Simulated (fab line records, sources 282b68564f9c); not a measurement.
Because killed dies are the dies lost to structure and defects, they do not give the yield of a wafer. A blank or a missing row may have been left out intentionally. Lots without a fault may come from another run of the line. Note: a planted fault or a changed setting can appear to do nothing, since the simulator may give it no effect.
fab line records	flow rit-cmos
[record] lots = 14	wafers = 42	last-day = 7
route steps=202 shown GATE@96 NLDD@109 PSD@148 SDANNEAL@156 NSD@158 PLDD@159 M1@202
lots with no fault: from the same line, run without faults
start-h: start of the lot's first displayed wafer, in hours after the record's first day	wait-h: hours elapsed since this lot's preceding step	" unchanged from the row above	L1.1+2: a row that stands for several wafers	- no value present, or no start provided	* or withheld: withheld	< > ~ a bound
route shown NAME@n: a module of which the file shows steps, and the number in the route of the first	usual: average and standard deviation across the fault-free wafers	same: alike in all rows	chamber/n: place in a boat	sites: each site's reading	_std_site: how widely they spread, as a standard deviation	_edge_site: inner sites' mean taken away from outer sites' mean	radius-mm: for every site, how far away it sits from the centre of the wafer	mask NAME#n: copy n	behind: the last tool/chamber to shape the wafer	hold: why the lot was held/for how many hours/how that ended	device: whichever transistor did not switch (one of n, p or np)	end of line: tests of these same wafers at the route's end	a step without rows: its recipe alone	killed: the dies lost at the first sort to structure and to defects; this is not the yield of the wafer	map: the dies of a wafer, with x for killed, . for not killed, _ for no die there
set.NAME: the setting the step ran with; set.NAME@STEP: the setting that earlier step ran with	model.NAME: the simulator's own value behind a step, which no gauge read
route steps across a sampled set of lots; one table per step, one row per wafer
services: when a tool's chamber went out of use (start-h, in hours from the record's first day, below 0 if earlier), for how many hours, and the reason
[[steps]]
[step RIT_GATE_STRIP_20]
[recipe] chemistry = O2	time-s = 180	resist = NOVOLAK	platen-temp-c = withheld	power-w = 500	pressure-mtorr = 4000	o2-flow-sccm = 4000
[usual] drypump-motor-current-A = 6.01/0.26
lot.wafer	tool	chamber	start-h	wait-h	drypump-motor-current-A	rf-hours-counter-h
L724.2	plasma-asher-01	1	37.00	0.1	5.73	40
L724.3	"	1	"	"	5.76	-
L724.4	"	0	"	"	6.29	-
L727.1	plasma-asher-04	0	51.93	0.1	6.43	28
L727.2	"	1	"	"	5.85	28
L727.3	"	1	"	"	5.85	-
L728.1	plasma-asher-04	1	57.14	0.1	5.86	28
L728.3	"	1	"	"	5.86	-
L728.4	"	0	"	"	6.39	-
L729.1	plasma-asher-01	1	66.55	0.1	5.76	43
L729.2	"	0	"	"	6.29	43
L729.3	"	1	"	"	5.73	-
L730.2	plasma-asher-01	0	68.00	0.1	6.30	43
L730.3	"	0	"	"	6.31	-
L730.6	"	1	"	"	5.73	-
L732.1	plasma-asher-01	1	78.87	0.1	5.73	44
L732.5	"	0	"	"	6.29	-
L732.6	"	1	"	"	5.69	-
L733.2	plasma-asher-02	1	81.45	0.1	5.82	44
L733.4	"	0	"	"	5.91	-
L733.6	"	1	"	"	5.82	-
L734.1	plasma-asher-04	1	87.77	0.1	5.86	31
L734.3	"	0	"	"	6.38	-
L734.5	"	1	"	"	5.87	-
L735.2	plasma-asher-02	1	92.56	0.1	5.81	45
L735.3	"	0	"	"	5.83	-
L735.4	"	1	"	"	5.82	-
L736.1	plasma-asher-01	1	97.23	0.1	5.72	46
L736.4	"	1	"	"	5.72	-
L736.6	"	0	"	"	6.32	-
L737.1	plasma-asher-04	0	107.27	0.1	6.37	33
L737.4	"	0	"	"	6.36	-
L737.6	"	1	"	"	5.84	-
L744.3	plasma-asher-01	1	141.23	0.1	5.73	-
L744.4	"	0	"	"	6.32	-
L744.6	"	0	"	"	6.32	-
L746.1	plasma-asher-01	1	147.67	0.1	5.73	2
L746.2	"	0	"	"	6.30	2
L746.6	"	1	"	"	5.73	-
L747.1	plasma-asher-04	0	154.62	0.1	6.36	39
L747.3	"	1	"	"	5.85	-
L747.4	"	0	"	"	6.38	-
[step RIT_NLDD_OVL_MEAS_06]
[usual] NLDD_OVL = -0.5/1.4
lot.wafer	tool	chamber	start-h	wait-h	NLDD_OVL[nm]
L724.2	overlay-01	-	41.62	-	-0.8
L724.3	"	-	"	"	-0.9
L724.4	"	-	"	"	-3.3
L727.1	overlay-01	-	56.05	-	0.1
L727.2	"	-	"	"	-0.6
L727.3	"	-	"	"	1.6
L728.1	overlay-01	-	61.38	-	-0.5
L728.3	"	-	"	"	-0.8
L728.4	"	-	"	"	-2.0
L729.1	overlay-01	-	71.56	-	-1.3
L729.2	"	-	"	"	1.0
L729.3	"	-	"	"	-1.7
L730.2	overlay-02	-	72.73	-	1.8
L730.3	"	-	"	"	-0.1
L730.6	"	-	"	"	-0.1
L732.1	overlay-01	-	83.15	-	0.1
L732.5	"	-	"	"	-2.4
L732.6	"	-	"	"	-1.8
L733.2	overlay-02	-	85.61	-	2.1
L733.4	"	-	"	"	1.5
L733.6	"	-	"	"	3.2
L734.1	overlay-01	-	91.94	-	-0.8
L734.3	"	-	"	"	0.7
L734.5	"	-	"	"	0.4
L735.2	overlay-01	-	97.00	-	0.0
L735.3	"	-	"	"	-1.6
L735.4	"	-	"	"	0.0
L736.1	overlay-02	-	102.90	-	-1.3
L736.4	"	-	"	"	-1.5
L736.6	"	-	"	"	-1.1
L737.1	overlay-01	-	111.52	-	-1.8
L737.4	"	-	"	"	-1.8
L737.6	"	-	"	"	-0.8
L744.3	overlay-02	-	145.31	-	-1.5
L744.4	"	-	"	"	-1.6
L744.6	"	-	"	"	0.7
L746.1	overlay-02	-	151.98	-	0.2
L746.2	"	-	"	"	-1.1
L746.6	"	-	"	"	0.6
L747.1	overlay-02	-	159.47	-	-1.0
L747.3	"	-	"	"	-1.9
L747.4	"	-	"	"	-1.4
[step RIT_PSD_OVL_MEAS_06]
[usual] PSD_OVL = 0.4/1.3
lot.wafer	tool	chamber	start-h	wait-h	PSD_OVL[nm]
L724.2	overlay-02	-	48.71	-	-0.5
L724.3	"	-	"	"	-0.2
L724.4	"	-	"	"	0.3
L727.1	overlay-02	-	63.22	-	3.1
L727.2	"	-	"	"	2.9
L727.3	"	-	"	"	2.0
L728.1	overlay-01	-	68.51	-	-1.4
L728.3	"	-	"	"	-2.6
L728.4	"	-	"	"	-1.9
L729.1	overlay-01	-	78.49	-	0.9
L729.2	"	-	"	"	0.7
L729.3	"	-	"	"	2.7
L730.2	overlay-01	-	79.74	-	-0.2
L730.3	"	-	"	"	0.8
L730.6	"	-	"	"	1.1
L732.1	overlay-02	-	90.67	-	0.7
L732.5	"	-	"	"	-0.1
L732.6	"	-	"	"	1.4
L733.2	overlay-02	-	92.77	-	0.0
L733.4	"	-	"	"	0.4
L733.6	"	-	"	"	0.0
L734.1	overlay-01	-	101.25	-	0.0
L734.3	"	-	"	"	-0.8
L734.5	"	-	"	"	-1.2
L735.2	overlay-01	-	104.01	-	0.0
L735.3	"	-	"	"	0.4
L735.4	"	-	"	"	1.2
L736.1	overlay-02	-	110.11	-	1.3
L736.4	"	-	"	"	0.5
L736.6	"	-	"	"	0.3
L737.1	overlay-01	-	118.49	-	0.0
L737.4	"	-	"	"	-0.7
L737.6	"	-	"	"	-0.3
L744.3	overlay-02	-	152.33	-	0.4
L744.4	"	-	"	"	0.4
L744.6	"	-	"	"	-1.8
L746.1	overlay-01	-	158.84	-	1.2
L746.2	"	-	"	"	2.0
L746.6	"	-	"	"	2.0
L747.1	overlay-01	-	166.62	-	0.6
L747.3	"	-	"	"	0.4
L747.4	"	-	"	"	1.3
[step RIT_SDANNEAL_RTA_03]
[recipe] temp-c = 1050	time-s = 5	idle-temp-c = 600	ramp-up-c-per-s = 342	ramp-down-c-per-s = 171	cool-to-c = 600	ambient = N2
[usual] wafer_temp_C_max = 1053.4/1.3
lot.wafer	tool	chamber	start-h	wait-h	wafer_temp_C_max
L724.2	rtp-anneal-02	0	49.65	0.0	1053.8
L724.3	"	0	"	"	1053.0
L724.4	"	0	"	"	1052.6
L727.1	rtp-anneal-01	0	64.16	0.0	1050.7
L727.2	"	0	"	"	1054.5
L727.3	"	0	"	"	1051.7
L728.1	rtp-anneal-02	0	69.45	0.0	1053.9
L728.3	"	0	"	"	1053.2
L728.4	"	0	"	"	1052.2
L729.1	rtp-anneal-01	0	79.43	0.0	1054.4
L729.2	"	0	"	"	1051.9
L729.3	"	0	"	"	1051.4
L730.2	rtp-anneal-02	0	80.70	0.0	1051.6
L730.3	"	0	"	"	1054.2
L730.6	"	0	"	"	1054.4
L732.1	rtp-anneal-02	0	91.64	0.0	1051.2
L732.5	"	0	"	"	1053.1
L732.6	"	0	"	"	1053.6
L733.2	rtp-anneal-01	0	93.71	0.0	1053.0
L733.4	"	0	"	"	1051.9
L733.6	"	0	"	"	1054.3
L734.1	rtp-anneal-02	0	102.22	0.0	1052.2
L734.3	"	0	"	"	1056.0
L734.5	"	0	"	"	1052.5
L735.2	rtp-anneal-01	0	104.95	0.0	1053.1
L735.3	"	0	"	"	1055.1
L735.4	"	0	"	"	1053.2
L736.1	rtp-anneal-02	0	111.05	0.0	1052.2
L736.4	"	0	"	"	1054.5
L736.6	"	0	"	"	1052.9
L737.1	rtp-anneal-01	0	119.45	0.0	1051.0
L737.4	"	0	"	"	1054.4
L737.6	"	0	"	"	1053.0
L744.3	rtp-anneal-02	0	153.27	0.0	1052.8
L744.4	"	0	"	"	1052.5
L744.6	"	0	"	"	1052.7
L746.1	rtp-anneal-02	0	159.83	0.0	1054.8
L746.2	"	0	"	"	1056.2
L746.6	"	0	"	"	1052.4
L747.1	rtp-anneal-01	0	167.58	0.0	1053.4
L747.3	"	0	"	"	1053.1
L747.4	"	0	"	"	1053.8
[step RIT_SDANNEAL_RS_MEAS_04]
[recipe] thk-meas-gauge = four-point-probe
[usual] PSD_RS = 115.9/0.31
lot.wafer	tool	chamber	start-h	wait-h	PSD_RS[ohm/sq]
L724.2	film-metro-02	-	49.72	0.1	116.0
L724.3	"	-	"	"	115.5
L724.4	"	-	"	"	115.8
L727.1	film-metro-01	-	64.22	0.0	115.9
L727.2	"	-	"	"	115.5
L727.3	"	-	"	"	115.4
L728.1	film-metro-03	-	69.51	0.0	116.4
L728.3	"	-	"	"	117.0
L728.4	"	-	"	"	116.7
L729.1	film-metro-03	-	79.49	0.0	116.0
L729.2	"	-	"	"	116.1
L729.3	"	-	"	"	115.9
L730.2	film-metro-02	-	80.76	0.1	116.3
L730.3	"	-	"	"	115.9
L730.6	"	-	"	"	116.1
L732.1	film-metro-01	-	91.70	0.0	116.1
L732.5	"	-	"	"	115.9
L732.6	"	-	"	"	116.0
L733.2	film-metro-03	-	93.78	0.1	115.9
L733.4	"	-	"	"	116.5
L733.6	"	-	"	"	116.1
L734.1	film-metro-03	-	102.28	0.0	115.8
L734.3	"	-	"	"	115.8
L734.5	"	-	"	"	115.9
L735.2	film-metro-03	-	105.02	0.1	115.5
L735.3	"	-	"	"	115.9
L735.4	"	-	"	"	116.0
L736.1	film-metro-02	-	111.11	0.0	116.2
L736.4	"	-	"	"	115.8
L736.6	"	-	"	"	115.9
L737.1	film-metro-03	-	119.51	0.0	116.2
L737.4	"	-	"	"	116.0
L737.6	"	-	"	"	115.9
L744.3	film-metro-03	-	153.35	-	72.6
L744.4	"	-	"	"	72.9
L744.6	"	-	"	"	72.9
L746.1	film-metro-01	-	159.89	-	72.6
L746.2	"	-	"	"	72.9
L746.6	"	-	"	"	72.9
L747.1	film-metro-02	-	167.64	0.0	115.7
L747.3	"	-	"	"	116.0
L747.4	"	-	"	"	115.7
[step RIT_SDANNEAL_RS_MEAS_05]
[recipe] thk-meas-gauge = four-point-probe
[usual] NSD_RS = 84.5/0.31
lot.wafer	tool	chamber	start-h	wait-h	NSD_RS[ohm/sq]
L724.2	film-metro-02	-	49.84	0.1	84.6
L724.3	"	-	"	"	84.6
L724.4	"	-	"	"	84.4
L727.1	film-metro-01	-	64.34	0.1	84.4
L727.2	"	-	"	"	84.8
L727.3	"	-	"	"	84.8
L728.1	film-metro-03	-	69.63	0.1	84.7
L728.3	"	-	"	"	84.6
L728.4	"	-	"	"	84.5
L729.1	film-metro-03	-	79.61	0.1	85.1
L729.2	"	-	"	"	84.6
L729.3	"	-	"	"	85.2
L730.2	film-metro-02	-	80.88	0.1	84.6
L730.3	"	-	"	"	84.3
L730.6	"	-	"	"	84.3
L732.1	film-metro-01	-	91.82	0.1	84.4
L732.5	"	-	"	"	84.3
L732.6	"	-	"	"	84.0
L733.2	film-metro-03	-	93.90	0.1	84.9
L733.4	"	-	"	"	85.0
L733.6	"	-	"	"	84.8
L734.1	film-metro-03	-	102.40	0.1	84.1
L734.3	"	-	"	"	84.3
L734.5	"	-	"	"	84.4
L735.2	film-metro-03	-	105.14	0.1	84.0
L735.3	"	-	"	"	84.2
L735.4	"	-	"	"	84.6
L736.1	film-metro-02	-	111.23	0.1	85.1
L736.4	"	-	"	"	84.9
L736.6	"	-	"	"	85.1
L737.1	film-metro-03	-	119.63	0.1	84.6
L737.4	"	-	"	"	84.5
L737.6	"	-	"	"	84.5
L744.3	film-metro-03	-	153.47	0.1	77.4
L744.4	"	-	"	"	76.9
L744.6	"	-	"	"	77.3
L746.1	film-metro-01	-	160.01	0.1	77.9
L746.2	"	-	"	"	77.9
L746.6	"	-	"	"	77.8
L747.1	film-metro-02	-	167.76	0.1	84.5
L747.3	"	-	"	"	84.7
L747.4	"	-	"	"	84.5
[step RIT_SDANNEAL_RS_MEAS_06]
[recipe] thk-meas-gauge = four-point-probe
[usual] PLDD_RS = 178.7/0.5
lot.wafer	tool	chamber	start-h	wait-h	PLDD_RS[ohm/sq]
L724.2	film-metro-02	-	49.96	0.1	177.8
L724.3	"	-	"	"	177.9
L724.4	"	-	"	"	178.1
L727.1	film-metro-01	-	64.46	0.1	178.7
L727.2	"	-	"	"	178.4
L727.3	"	-	"	"	178.7
L728.1	film-metro-03	-	69.75	0.1	179.4
L728.3	"	-	"	"	179.5
L728.4	"	-	"	"	179.6
L729.1	film-metro-03	-	79.73	0.1	178.2
L729.2	"	-	"	"	178.9
L729.3	"	-	"	"	178.5
L730.2	film-metro-02	-	81.00	0.1	179.1
L730.3	"	-	"	"	178.5
L730.6	"	-	"	"	178.7
L732.1	film-metro-01	-	91.94	0.1	178.6
L732.5	"	-	"	"	178.5
L732.6	"	-	"	"	179.0
L733.2	film-metro-03	-	94.02	0.1	179.8
L733.4	"	-	"	"	179.1
L733.6	"	-	"	"	179.8
L734.1	film-metro-03	-	102.52	0.1	178.7
L734.3	"	-	"	"	179.2
L734.5	"	-	"	"	178.7
L735.2	film-metro-03	-	105.26	0.1	178.8
L735.3	"	-	"	"	179.0
L735.4	"	-	"	"	178.7
L736.1	film-metro-02	-	111.35	0.1	178.7
L736.4	"	-	"	"	178.0
L736.6	"	-	"	"	178.2
L737.1	film-metro-03	-	119.75	0.1	179.4
L737.4	"	-	"	"	179.2
L737.6	"	-	"	"	178.8
L744.3	film-metro-03	-	153.59	0.1	141.2
L744.4	"	-	"	"	141.7
L744.6	"	-	"	"	141.9
L746.1	film-metro-01	-	160.13	0.1	141.2
L746.2	"	-	"	"	141.7
L746.6	"	-	"	"	141.1
L747.1	film-metro-02	-	167.88	0.1	178.7
L747.3	"	-	"	"	178.6
L747.4	"	-	"	"	178.9
[step RIT_SDANNEAL_RS_MEAS_07]
[recipe] thk-meas-gauge = four-point-probe
[usual] NLDD_RS = 149.8/0.54
lot.wafer	tool	chamber	start-h	wait-h	NLDD_RS[ohm/sq]
L724.2	film-metro-02	-	50.08	0.1	149.4
L724.3	"	-	"	"	148.5
L724.4	"	-	"	"	149.2
L727.1	film-metro-01	-	64.58	0.1	149.1
L727.2	"	-	"	"	149.3
L727.3	"	-	"	"	150.1
L728.1	film-metro-03	-	69.87	0.1	149.6
L728.3	"	-	"	"	149.9
L728.4	"	-	"	"	149.8
L729.1	film-metro-03	-	79.85	0.1	150.2
L729.2	"	-	"	"	149.6
L729.3	"	-	"	"	149.1
L730.2	film-metro-02	-	81.12	0.1	149.5
L730.3	"	-	"	"	149.3
L730.6	"	-	"	"	149.8
L732.1	film-metro-01	-	92.06	0.1	149.5
L732.5	"	-	"	"	150.0
L732.6	"	-	"	"	150.6
L733.2	film-metro-03	-	94.14	0.1	150.6
L733.4	"	-	"	"	150.4
L733.6	"	-	"	"	150.0
L734.1	film-metro-03	-	102.64	0.1	149.0
L734.3	"	-	"	"	150.4
L734.5	"	-	"	"	150.3
L735.2	film-metro-03	-	105.38	0.1	149.4
L735.3	"	-	"	"	149.6
L735.4	"	-	"	"	148.7
L736.1	film-metro-02	-	111.47	0.1	149.1
L736.4	"	-	"	"	150.4
L736.6	"	-	"	"	149.7
L737.1	film-metro-03	-	119.87	0.1	149.3
L737.4	"	-	"	"	150.0
L737.6	"	-	"	"	150.1
L744.3	film-metro-03	-	153.71	0.1	142.4
L744.4	"	-	"	"	143.2
L744.6	"	-	"	"	142.6
L746.1	film-metro-01	-	160.25	0.1	140.9
L746.2	"	-	"	"	140.6
L746.6	"	-	"	"	140.7
L747.1	film-metro-02	-	168.00	0.1	150.3
L747.3	"	-	"	"	149.9
L747.4	"	-	"	"	150.3
[step RIT_M1_PROBE_99]
[usual] killed_at_M0_to_M3 = 0.0/0.083	killed-at-contacts = 0.1/0.31	killed-at-front-end = 7/3.3	killed-dies = 7/3.3	killed-open = 3.4/2.2	killed-short = 3.5/2
[same] gross-dies = 264	killed_at_M4_up = 0	killed-at-back-side = 0	killed-at-other = 0
lot.wafer	tool	chamber	start-h	wait-h	killed_at_M0_to_M3	killed-at-contacts	killed-at-front-end	killed-dies	killed-open	killed-short
L730.2	prober-01	-	88.30	0.1	0	0	3	3	3	0
L730.3	prober-01	-	88.35	0.2	0	0	13	13	8	5
L730.6	prober-01	-	88.50	0.2	0	0	6	6	5	1
L732.1	prober-01	-	100.37	0.1	0	0	7	7	3	4
L732.5	prober-01	-	100.57	0.2	0	0	7	7	4	3
L732.6	prober-01	-	100.62	0.2	0	0	5	5	2	3
L734.1	prober-01	-	109.99	0.1	0	0	7	7	5	2
L734.3	prober-01	-	110.09	0.2	0	0	7	7	3	4
L734.5	prober-01	-	110.19	0.2	0	0	12	12	6	6
L735.2	prober-02	-	112.73	0.1	0	0	7	7	3	4
L735.3	prober-02	-	112.78	0.2	0	0	4	4	2	2
L735.4	prober-02	-	112.83	0.2	0	0	12	12	6	6
L736.1	prober-01	-	118.67	0.1	0	0	5	5	2	3
L736.4	prober-01	-	118.82	0.2	0	0	8	8	2	5
L736.6	prober-01	-	118.92	0.2	0	0	16	16	6	7
L737.1	prober-02	-	126.89	0.1	0	0	9	9	2	7
L737.4	prober-02	-	127.04	0.2	0	0	3	3	0	3
L737.6	prober-02	-	127.14	0.2	0	0	5	5	3	2
L746.1	prober-01	-	167.17	0.1	0	0	7	7	2	5
L746.2	prober-01	-	167.22	0.1	0	1	2	3	2	1
L746.6	prober-01	-	167.42	0.2	0	0	3	3	0	3
// killed by level:class
L730.2 GATE:geometric-particle:open=2 FOX2:geometric-particle:open=1
L730.3 GATE:geometric-particle:open=4 REOX:geometric-particle:open=4 REOX:geometric-particle:short=2 GATE:geometric-particle:short=1 SPACER:geometric-particle:short=1 SILICIDE:geometric-particle:short=1
L730.6 GATE:geometric-particle:open=2 FOX1:geometric-particle:open=1 GATE:geometric-particle:short=1 REOX:geometric-particle:open=1 SPACER:geometric-particle:open=1
L732.1 GATE:geometric-particle:short=2 GATE:geometric-particle:open=2 FOX1:geometric-particle:short=1 FOX2:geometric-particle:short=1 SILICIDE:geometric-particle:open=1
L732.5 GATE:geometric-particle:open=2 FOX1:geometric-particle:short=1 FOX1:geometric-particle:open=1 FOX2:geometric-particle:open=1 SPACER:geometric-particle:short=1 SILICIDE:geometric-particle:short=1
L732.6 FOX2:geometric-particle:open=2 ACTIVE:geometric-particle:short=1 FOX1:geometric-particle:short=1 SILICIDE:geometric-particle:short=1
L734.1 REOX:geometric-particle:open=2 SPACER:geometric-particle:open=2 GATE:geometric-particle:open=1 SPACER:geometric-particle:short=1 SILICIDE:geometric-particle:short=1
L734.3 GATE:geometric-particle:open=2 REOX:geometric-particle:short=2 FOX1:geometric-particle:short=1 FOX2:geometric-particle:short=1 FOX2:geometric-particle:open=1
L734.5 GATE:geometric-particle:short=3 FOX1:geometric-particle:short=1 FOX1:geometric-particle:open=1 FOX2:geometric-particle:open=1 FOX2:geometric-particle:short=1 GATE:geometric-particle:open=1 REOX:geometric-particle:open=1 SPACER:geometric-particle:open=1
L735.2 SILICIDE:geometric-particle:short=2 GATE:geometric-particle:short=1 GATE:geometric-particle:open=1 REOX:geometric-particle:short=1 SPACER:geometric-particle:open=1 SILICIDE:geometric-particle:open=1
L735.3 SILICIDE:geometric-particle:short=2 GATE:geometric-particle:open=1 SPACER:geometric-particle:open=1
L735.4 FOX2:geometric-particle:open=2 REOX:geometric-particle:open=2 SILICIDE:geometric-particle:short=2 FOX1:geometric-particle:short=1 FOX2:geometric-particle:short=1 GATE:geometric-particle:short=1 SPACER:geometric-particle:short=1 SPACER:geometric-particle:open=1
L736.1 FOX2:geometric-particle:open=1 GATE:geometric-particle:short=1 REOX:geometric-particle:short=1 SILICIDE:geometric-particle:open=1 SILICIDE:geometric-particle:short=1
L736.4 REOX:geometric-particle:short=3 GATE:geometric-particle:open=1 GATE:geometric-particle:short=1 REOX:geometric-particle:open=1 SILICIDE:geometric-particle:short=1 NWELL:coat-microbubble-printed=1
L736.6 GATE:geometric-particle:short=5 FOX1:geometric-particle:open=2 NLDD:coat-microbubble-printed=2 FOX1:geometric-particle:short=1 GATE:geometric-particle:open=1 REOX:geometric-particle:short=1 REOX:geometric-particle:open=1 SPACER:geometric-particle:open=1
L737.1 GATE:geometric-particle:short=3 GATE:geometric-particle:open=2 FOX1:geometric-particle:short=1 FOX2:geometric-particle:short=1 REOX:geometric-particle:short=1 SILICIDE:geometric-particle:short=1
L737.4 GATE:geometric-particle:short=2 SILICIDE:geometric-particle:short=1
L737.6 FOX1:geometric-particle:open=2 FOX1:geometric-particle:short=1 GATE:geometric-particle:short=1 SPACER:geometric-particle:open=1
L746.1 FOX1:geometric-particle:short=2 GATE:geometric-particle:short=2 FOX2:geometric-particle:open=1 GATE:geometric-particle:open=1 SPACER:geometric-particle:short=1
L746.2 FOX1:geometric-particle:short=1 REOX:geometric-particle:open=1 CONTACT:geometric-particle:open=1
L746.6 SPACER:geometric-particle:short=2 FOX1:geometric-particle:short=1
[[services]]
tool	chamber	start-h	hours	kind
plasma-asher-02	-	14.94	0.9	repair
rtp-anneal-01	-	38.01	0.9	pm
plasma-asher-01	-	46.03	5.1	repair
plasma-asher-02	-	51.44	2.8	pm
plasma-asher-01	-	105.73	12.0	repair
plasma-asher-01	-	117.71	9.0	pm
plasma-asher-01	0	117.71	9.0	vent-cycle
plasma-asher-01	1	117.71	9.0	vent-cycle
plasma-asher-01	0	126.71	-	clean
plasma-asher-01	1	126.71	-	clean
[[key]]
[first-sign] step = RIT_SDANNEAL_RS_MEAS_04	reading = PSD_RS	direction = down	sigmas = 99+	usual = 115.9	struck = 72.8
[effect] step = RIT_SDANNEAL_RS_MEAS_05	reading = NSD_RS	direction = down	sigmas = 23	usual = 84.5	struck = 77.5
[effect] step = RIT_SDANNEAL_RS_MEAS_06	reading = PLDD_RS	direction = down	sigmas = 75	usual = 178.7	struck = 141.5
[effect] step = RIT_SDANNEAL_RS_MEAS_07	reading = NLDD_RS	direction = down	sigmas = 15	usual = 149.8	struck = 141.7
met-at RIT_SDANNEAL_RTA_03
struck-lots L744,L746
tester-left-out L744,L746
not-acting-at RIT_GATE_STRIP_20,RIT_NLDD_OVL_MEAS_06,RIT_PSD_OVL_MEAS_06
onset-between 111.05 153.27
[fault] kind = process-parameter-drift	tool = rtp-anneal-02	chamber = -	onset-h = 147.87	steps = RIT_SDANNEAL_RTA_03	channel = time-s	offset = *	shape = step	end-h = 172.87	acts-in = *	stated = *
// tester-left-out: of these lots the tester's yield and bins aren't shown, on N5 and GAA mostly nor the transistor test; their killed dies are dies lost to structure and defects alone, not to doping, threshold or leakage, so they don't give the yield
